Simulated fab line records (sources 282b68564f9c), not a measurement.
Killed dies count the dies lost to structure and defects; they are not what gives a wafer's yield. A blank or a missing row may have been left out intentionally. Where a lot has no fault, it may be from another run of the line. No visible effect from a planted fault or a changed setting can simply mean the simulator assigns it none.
Which tool was responsible?	flow rit cmos	42 wafers from 14 lots sampled at 3 of the route's 202 steps

## WHAT EACH GAUGE READ, for each wafer
RIT_SDANNEAL_RS_MEAS_04: measurement is done with a four-point probe.
lot	measured	on	PSD_RS (ohm/sq)
L599	day 3 02:12	film metro-04	116.5 115.9 116.2
L602	day 3 20:53	film metro-01	115.6 115.4 115.2
L604	day 4 02:05	film metro-03	116.1 115.9 116.3
L606	day 4 17:44	film metro-01	115.4 115.2 115.1
L607	day 4 22:52	film metro-01	115.2 115.3 115.5
L608	day 5 01:22	film metro-03	116.0 116.0 115.8
L609	day 5 06:02	film metro-03	115.6 115.8 116.2
L610	day 5 18:45	film metro-03	116.0 116.4 116.4
L612	day 5 22:38	film metro-03	115.7 116.1 115.9
L616	day 6 19:38	film metro-04	121.0 121.4 121.0
L617	day 6 23:14	film metro-03	116.0 115.9 116.0
L618	day 7 05:37	film metro-01	121.3 121.2 121.3
L619	day 7 07:40	film metro-03	115.9 116.0 115.6
L621	day 7 16:10	film metro-01	115.5 116.0 115.9

RIT_SDANNEAL_RS_MEAS_06: measurement is done with a four-point probe.
lot	measured	on	PLDD_RS (ohm/sq)
L599	day 3 02:26	film metro-04	181.7 181.2 181.6
L602	day 3 21:07	film metro-01	180.2 180.1 179.7
L604	day 4 02:19	film metro-03	180.5 180.2 179.8
L606	day 4 17:59	film metro-01	180.1 179.2 179.7
L607	day 4 23:06	film metro-01	179.2 179.5 179.8
L608	day 5 01:37	film metro-03	180.1 180.6 179.9
L609	day 5 06:16	film metro-03	180.9 181.0 180.6
L610	day 5 18:59	film metro-03	181.0 180.8 181.3
L612	day 5 22:53	film metro-03	179.3 179.8 180.1
L616	day 6 19:53	film metro-04	184.5 184.6 184.8
L617	day 6 23:29	film metro-03	181.0 181.0 180.9
L618	day 7 05:52	film metro-01	184.9 184.6 185.1
L619	day 7 07:54	film metro-03	180.0 180.3 179.8
L621	day 7 16:24	film metro-01	179.4 179.1 180.0

## TOOL THAT RAN EACH LOT (tool first, then ch and the chambers of the sampled wafers, then the start)
lot	RIT_SDANNEAL_RTA_03
L599	rtp anneal-02 ch 0, day 3 02:08
L602	rtp anneal-01 ch 0, day 3 20:49
L604	rtp anneal-01 ch 0, day 4 02:00
L606	rtp anneal-01 ch 0, day 4 17:41
L607	rtp anneal-02 ch 0, day 4 22:49
L608	rtp anneal-01 ch 0, day 5 01:19
L609	rtp anneal-02 ch 0, day 5 05:58
L610	rtp anneal-01 ch 0, day 5 18:41
L612	rtp anneal-01 ch 0, day 5 22:34
L616	rtp anneal-01 ch 0, day 6 19:35
L617	rtp anneal-02 ch 0, day 6 23:10
L618	rtp anneal-01 ch 0, day 7 05:34
L619	rtp anneal-02 ch 0, day 7 07:36
L621	rtp anneal-02 ch 0, day 7 16:06
- RIT_SDANNEAL_RTA_03: time 5 s.

## AS READ BY THE TOOLS THEMSELVES (means over the sampled wafers that have a number; for cases with no such wafer, the mark the record gives instead)
RIT_SDANNEAL_RTA_03.
lot	tool	wafer_temp_C_max
L599	rtp anneal-02	1054.0
L602	rtp anneal-01	1052.8
L604	rtp anneal-01	1053.5
L606	rtp anneal-01	1053.0
L607	rtp anneal-02	1053.1
L608	rtp anneal-01	1053.5
L609	rtp anneal-02	1053.8
L610	rtp anneal-01	1054.3
L612	rtp anneal-01	1052.4
L616	rtp anneal-01	1045.5
L617	rtp anneal-02	1053.5
L618	rtp anneal-01	1047.1
L619	rtp anneal-02	1053.1
L621	rtp anneal-02	1054.8

## THE ANSWER, worked out from the rows above alone
Rule: what is usual is taken from the lots themselves. Put in order of their means at a reading, lots are off if they are a third of the lots or fewer, leave a main group of 4 or more, and stand apart from it by a gap of 3 or more times the standard deviation of the main group's means; of several such gaps the widest counts. If all means in a main group match to the digits the tables above print for the reading, that group is not used. Also off: a lot with no number at a reading for which 4 or more lots have one. Where the step has rows for the other lots, those lots are counted as sound. The gauges are gone through in route order, then the tools' own readings, and for those a lot's mean is taken as printed above. At the first step where some lot is off, the reading lying furthest off is the one used; lots without a number count as furthest.
Off: L616, L618, at RIT_SDANNEAL_RS_MEAS_04 (PSD_RS). For the main group the mean is 115.8 ohm/sq and the standard deviation 0.32.
If a tool, at a process step before that reading, ran all the lots that are off and no sound lot after the first of them, it fits. Not tried: the gauges at RIT_SDANNEAL_RS_MEAS_04; whatever is off there is also off at RIT_SDANNEAL_RTA_03, on other tools, and gauge error can't account for it. One fits: rtp anneal-01 at RIT_SDANNEAL_RTA_03. Its last sound lot is L612 (day 5 22:34), its first lot that is off L616 (day 6 19:35): a fault that began between those two fits.
The tool's own readings at RIT_SDANNEAL_RTA_03 bear it out: on the lots that are off they differ by more than 5 times the standard deviation of the sound lots' means. wafer_temp_C_max reads 1046.3 there against 1053.5 on the sound lots.

## WHAT WAS PUT IN BY THE SIMULATOR
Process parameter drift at RIT_SDANNEAL_RTA_03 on rtp anneal-01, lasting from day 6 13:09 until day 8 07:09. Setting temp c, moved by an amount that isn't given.
Shown lots that were struck: L616, L618. The rule above found the same.
